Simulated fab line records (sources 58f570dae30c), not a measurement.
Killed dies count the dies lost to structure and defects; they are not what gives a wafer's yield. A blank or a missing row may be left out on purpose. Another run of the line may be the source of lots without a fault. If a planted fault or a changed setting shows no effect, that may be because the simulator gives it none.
Split-lot experiment | flow berkeleyCmos170 | on a route of 331 steps: 5 lots, 23 wafers read

== ABOUT THE SPLIT ==
At UCB170_CONTACT_COAT_04 (resist thk 900 nm), the setting spinRpm was moved away from the recipe's 1500 rpm on 12 of the 23 wafers read, by -7.5% to +7.3%. The other wafers ran this setting at the recipe's value.

Reading taken at the split's own step.

== THE READING ==
KrF_of_CONTACT_COAT_04.thkNm (the simulator's own value, which no gauge read), in nm, at UCB170_CONTACT_COAT_04 (resist thk 900 nm). The file does not state a usual value for it. Average 901.9 nm, standard deviation 2.5 nm, over the 11 wafers here run with the recipe.

wafer  | tool, chamber at the split | spinRpm as run, rpm | against the recipe | KrF_of_CONTACT_COAT_04.thkNm, nm | against lot-mates on the recipe
L075.2 | lithoTrack-01, 0           | 1500                | recipe             | 903.7                            | -
L075.3 | lithoTrack-01, 0           | 1388                | -7.5%              | 936.6                            | +34.8
L075.4 | lithoTrack-01, 0           | 1388                | -7.5%              | 937.9                            | +36.0
L075.5 | lithoTrack-01, 0           | 1388                | -7.5%              | 936.2                            | +34.4
L075.6 | lithoTrack-01, 0           | 1500                | recipe             | 900                              | -
L081.1 | lithoTrack-02, 0           | 1609                | +7.3%              | 872.8                            | -29.9
L081.2 | lithoTrack-02, 0           | 1500                | recipe             | 901.8                            | -
L081.3 | lithoTrack-02, 0           | 1500                | recipe             | 903.6                            | -
L081.4 | lithoTrack-02, 0           | 1609                | +7.3%              | 871.6                            | -31.1
L081.5 | lithoTrack-02, 0           | 1609                | +7.3%              | 871.3                            | -31.4
L080.2 | lithoTrack-01, 0           | 1500                | recipe             | 898.8                            | -
L080.3 | lithoTrack-01, 0           | 1530                | +2.0%              | 886.1                            | -11.7
L080.4 | lithoTrack-01, 0           | 1530                | +2.0%              | 890.3                            | -7.5
L080.5 | lithoTrack-01, 0           | 1500                | recipe             | 896.8                            | -
L080.6 | lithoTrack-01, 0           | 1530                | +2.0%              | 889.7                            | -8.1
L084.1 | lithoTrack-03, 0           | 1500                | recipe             | 903.5                            | -
L084.4 | lithoTrack-03, 0           | 1500                | recipe             | 905.8                            | -
L084.5 | lithoTrack-03, 0           | 1500                | recipe             | 904.3                            | -
L085.1 | lithoTrack-01, 0           | 1500                | recipe             | 901.3                            | -
L085.2 | lithoTrack-01, 0           | 1399                | -6.7%              | 932.4                            | +31.1
L085.3 | lithoTrack-01, 0           | 1500                | recipe             | 901.2                            | -
L085.4 | lithoTrack-01, 0           | 1399                | -6.7%              | 932.8                            | +31.5
L085.6 | lithoTrack-01, 0           | 1399                | -6.7%              | 932.9                            | +31.6

FIT RESULTS
A straight line over all 23 wafers: KrF_of_CONTACT_COAT_04.thkNm changes by -4.52 nm for each +1% of spinRpm; r = -0.99; the points scatter about the line by 2.8 nm.
The same after taking each lot's own level away (the mean of its wafers on the recipe; 23 wafers): -4.51 nm for each +1%; r = -1.00; scatter 1.4 nm.
On that fit, the largest move of spinRpm shifts the reading by 34 nm.
Measured against the standard deviation above, the lots' own levels, which go from 897.80 to 904.53 nm, span 2.7 times it.
Hence the lot-to-lot level has little effect on the slope; both slopes agree.
Check: for one of the wafers moved furthest among these (-7.5%), held out of the fit, the line's prediction against its lot-mates is +34.2 nm. Against them it came out at +34.8 nm.

== THE OTHER SPLITS THESE WAFERS WENT THROUGH ==
Note: prior to the reading, these wafers also went through further splits. Each is held against what the fit with the lots' levels taken away leaves over:
other split on the same wafers | wafers away from the commonest value | r with KrF_of_CONTACT_COAT_04.thkNm (lot level and that fit taken away)
UCB170_CONTACT_CVD_01 timeS    | 18                                   | -0.09

== THE WHOLE CHAIN: every reading that the file lists as answering this split, in the file's order ==
step                    | what it does      | reading                                                                       | change (the file's fit)              | r (the file's)
UCB170_CONTACT_COAT_04  | resist thk 900 nm | KrF_of_CONTACT_COAT_04.thkNm (the simulator's own value, which no gauge read) | -4.53 nm for each +1% of the setting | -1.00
UCB170_CONTACT_STRIP_06 | strips in O2      | stripTimeToEndpointS                                                          | withheld for each +1% of the setting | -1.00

== THE FILE'S OWN FIT ==
KrF_of_CONTACT_COAT_04.thkNm changes by -4.53 nm for each +1% of spinRpm, r = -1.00.
